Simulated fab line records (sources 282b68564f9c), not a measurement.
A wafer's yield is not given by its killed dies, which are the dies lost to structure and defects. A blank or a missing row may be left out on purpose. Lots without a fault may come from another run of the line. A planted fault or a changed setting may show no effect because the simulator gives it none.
A struck lot beside a sound one	flow rit cmos	15 out of 202 route steps
Sound: wafers L557.3, L557.4, L557.5. Struck: wafer L564.3 (L564.4, L564.5, from the same lot, were not struck and are left out); the cause is given at the end.
Per side, at each step with rows, come the tool, then ch with its chambers, and then its first start. Under that, the readings that differ: sound wafers	struck wafers	difference of the means	sigmas: that difference in standard deviations of wafers without a fault.
alike: readings with means less than 2 such deviations apart, plus words and numbers identical on both sides. not compared: withheld readings, readings lacking a value on some wafer, bounds such as >300 that could conceal the same value, and numbers that have no deviation in the record and whose values overlap.
Wherever a step has rows on one side only, a row that says differs or no value, or a row with sigmas, the two part there. Numbers that don't overlap but have no deviation are shown without sigmas and don't part them. Lack of a reading on every wafer of one side parts them only where that side has two or more wafers.

RIT_CONTACT_CVD_00: deposits SiO2 from TEOS, target thk 400 nm, time 61 s.
  sound on pecvd-01 ch 0,1,2, day 4 05:43; struck on pecvd-04 ch 0, day 5 14:52
  alike: heater power w
RIT_CONTACT_THK_MEAS_01:
  sound on film metro-01 at day 4 05:47; struck on film metro-01 at day 5 14:56
  alike: CONTACT_TEOS_THK
then, 6 steps without rows for these wafers: RIT_CONTACT_HMDS_02 (prime time 60 s); RIT_CONTACT_COAT_03 (resist thk 1000 nm); RIT_CONTACT_SOFTBAKE_04 (time 60 s); RIT_CONTACT_EXPOSE_05 (exposes mask M11, target cd 1000 nm); RIT_CONTACT_PEB_06; RIT_CONTACT_DEVELOP_07 (develop time 120 s).
RIT_CONTACT_CD_MEAS_08: the cd target is 1000 nm.
  sound on cd sem-02 at day 4 06:50; struck on cd sem-02 at day 5 16:11
  alike: cd nm
RIT_CONTACT_OVL_MEAS_09:
  sound on overlay-01 at day 4 06:55; struck on overlay-02 at day 5 16:17
  alike: CONTACT_OVL
then, 1 step without rows for these wafers: RIT_CONTACT_HARDBAKE_10 (time 60 s).
RIT_CONTACT_ETCH_11: etches SiO2 in CHF3/CF4/Ar, stops on TiSi2, target depth 480 nm, time 320 s.
  sound on rie diel-01 ch 1,3, day 4 07:05; struck on rie diel-01 ch 0, day 5 16:31
  alike: drypump motor current A, oes product au, throttle valve pct
  not compared: rf hours counter h
RIT_CONTACT_STRIP_12: strips in O2, time 180 s.
  sound on plasma asher-01 ch 0,1, day 4 07:20; struck on plasma asher-01 ch 0, day 5 16:46
reading	sound	struck	difference	sigmas
run length s (s)	208.4 207.5 209.0	274.5	+66.2	+99 or more
  alike: drypump motor current A
  not compared: rf hours counter h
RIT_CONTACT_CD_MEAS_90: the cd target is 1000 nm.
  sound on cd sem-01 at day 4 07:30; struck on cd sem-01 at day 5 16:56
  alike: cd nm
next, for these wafers, 1 step has no rows: RIT_M1_PROBE_99.

== WHERE THEY PART ==
Within this record, at RIT_CONTACT_STRIP_12 only. Later steps at which nothing parts them and some readings are alike: RIT_CONTACT_CD_MEAS_90.

WHY: what had been put in by the simulator
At RIT_CONTACT_STRIP_12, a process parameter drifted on plasma asher-01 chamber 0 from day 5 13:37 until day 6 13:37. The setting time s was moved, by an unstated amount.
